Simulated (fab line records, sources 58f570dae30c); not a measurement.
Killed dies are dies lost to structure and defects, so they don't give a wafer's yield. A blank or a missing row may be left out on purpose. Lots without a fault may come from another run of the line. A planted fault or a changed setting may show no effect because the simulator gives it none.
Which tool did it? | flow berkeley_cmos170 | 12 lots, 36 wafers sampled, at 3 steps of a route of 331

WHAT THE GAUGES READ, wafer by wafer
UCB170_CONTACT_CD_MEAS_15: target cd 700 nm. Usual: cd_nm 700.0 nm, standard deviation 1.5.
lot  | measured     | on        | cd_nm (nm)        | flag
L279 | day 6 19:14  | cd_sem-02 | 701.3 698.8 699.9 |
L280 | day 7 11:43  | cd_sem-01 | 701.5 701.9 700.6 |
L281 | day 7 22:50  | cd_sem-02 | 700.7 701.9 699.8 |
L290 | day 9 23:48  | cd_sem-02 | 698.3 698.3 699.8 |
L295 | day 10 22:44 | cd_sem-02 | 700.7 700.6 699.5 |
L297 | day 10 22:46 | cd_sem-01 | 697.9 698.3 697.9 |
L296 | day 10 23:01 | cd_sem-01 | 699.5 699.0 698.8 |
L294 | day 10 23:06 | cd_sem-01 | 698.5 697.5 700.8 |
L298 | day 11 07:26 | cd_sem-01 | 698.1 698.1 699.3 |
L300 | day 11 14:17 | cd_sem-01 | 701.1 700.7 700.8 |
L299 | day 11 14:31 | cd_sem-02 | 702.1 701.7 701.8 |
L302 | day 11 21:32 | cd_sem-02 | 701.4 700.5 699.7 |

UCB170_CONTACT_CD_MEAS_90: target cd 700 nm. Usual: cd_nm 699.6 nm, standard deviation 1.7.
lot  | measured     | on        | cd_nm (nm)        | flag
L279 | day 6 19:40  | cd_sem-01 | 700.9 700.1 699.7 |
L280 | day 7 12:08  | cd_sem-02 | 701.6 700.1 700.8 |
L281 | day 7 23:16  | cd_sem-01 | 700.4 700.5 698.5 |
L290 | day 10 00:13 | cd_sem-02 | 698.5 697.4 698.3 |
L295 | day 10 23:11 | cd_sem-02 | 698.9 700.5 699.3 |
L297 | day 10 23:13 | cd_sem-01 | 698.1 697.9 698.4 |
L296 | day 10 23:30 | cd_sem-01 | 699.4 699.6 698.7 |
L294 | day 10 23:31 | cd_sem-02 | 697.5 697.1 700.3 |
L298 | day 11 07:52 | cd_sem-01 | 696.9 698.1 699.0 |
L300 | day 11 14:43 | cd_sem-02 | 701.1 700.0 701.0 |
L299 | day 11 14:56 | cd_sem-01 | 702.2 703.4 700.7 |
L302 | day 11 21:58 | cd_sem-02 | 701.1 699.0 700.0 |

WHICH TOOL RAN EACH LOT (tool, then ch and the chambers of the sampled wafers, then the start)
lot  | UCB170_CONTACT_STRIP_19
L279 | plasma_asher-02 ch 0,1, day 6 19:34
L280 | plasma_asher-04 ch 0,1, day 7 12:02
L281 | plasma_asher-04 ch 0,1, day 7 23:10
L290 | plasma_asher-02 ch 0,1, day 10 00:07
L295 | plasma_asher-01 ch 0,1, day 10 23:04
L297 | plasma_asher-04 ch 0,1, day 10 23:05
L296 | plasma_asher-01 ch 0,1, day 10 23:20
L294 | plasma_asher-04 ch 1, day 10 23:25
L298 | plasma_asher-04 ch 0,1, day 11 07:46
L300 | plasma_asher-04 ch 0,1, day 11 14:37
L299 | plasma_asher-02 ch 1, day 11 14:50
L302 | plasma_asher-04 ch 0,1, day 11 21:52
- UCB170_CONTACT_STRIP_19: strips in O2.

WHAT THE TOOLS THEMSELVES READ (means of the sampled wafers that have a number; where no wafer has one, the mark that the record gives instead)
UCB170_CONTACT_STRIP_19. Usual: drypump_motor_current_A 5.5 A, standard deviation 0.47; oes_product_au 0.726 a.u., standard deviation 0.0044.
lot  | tool            | drypump_motor_current_A (A) | oes_product_au (a.u.) | flag
L279 | plasma_asher-02 | 5.0                         | 0.720                 |
L280 | plasma_asher-04 | 5.9                         | 0.728                 |
L281 | plasma_asher-04 | 5.9                         | 0.730                 |
L290 | plasma_asher-02 | 5.0                         | 0.725                 |
L295 | plasma_asher-01 | 5.6                         | 0.724                 |
L297 | plasma_asher-04 | 6.1                         | 0.726                 |
L296 | plasma_asher-01 | 5.7                         | 0.722                 |
L294 | plasma_asher-04 | 5.8                         | 0.723                 |
L298 | plasma_asher-04 | 6.1                         | 0.726                 |
L300 | plasma_asher-04 | 6.1                         | 0.724                 |
L299 | plasma_asher-02 | 5.1                         | 0.726                 |
L302 | plasma_asher-04 | 5.9                         | 0.726                 |

THE ANSWER, worked out from the rows above alone
Rule: a lot is off if the mean of its wafers that have a number lies more than 3 standard deviations from the usual mean. A lot without any number at a reading at which 4 lots or more have one is off too. The other lots that the step has rows for count as sound. The gauges are gone through in route order, then the tools' own readings, and for those a lot's mean is taken as printed above. The first step at which some lot is off is used, and at that step the reading that is off furthest; a lot without a number counts as furthest.
No lot is off at any reading shown: from this, nothing can be told.

WHAT THE SIMULATOR HAD PUT IN
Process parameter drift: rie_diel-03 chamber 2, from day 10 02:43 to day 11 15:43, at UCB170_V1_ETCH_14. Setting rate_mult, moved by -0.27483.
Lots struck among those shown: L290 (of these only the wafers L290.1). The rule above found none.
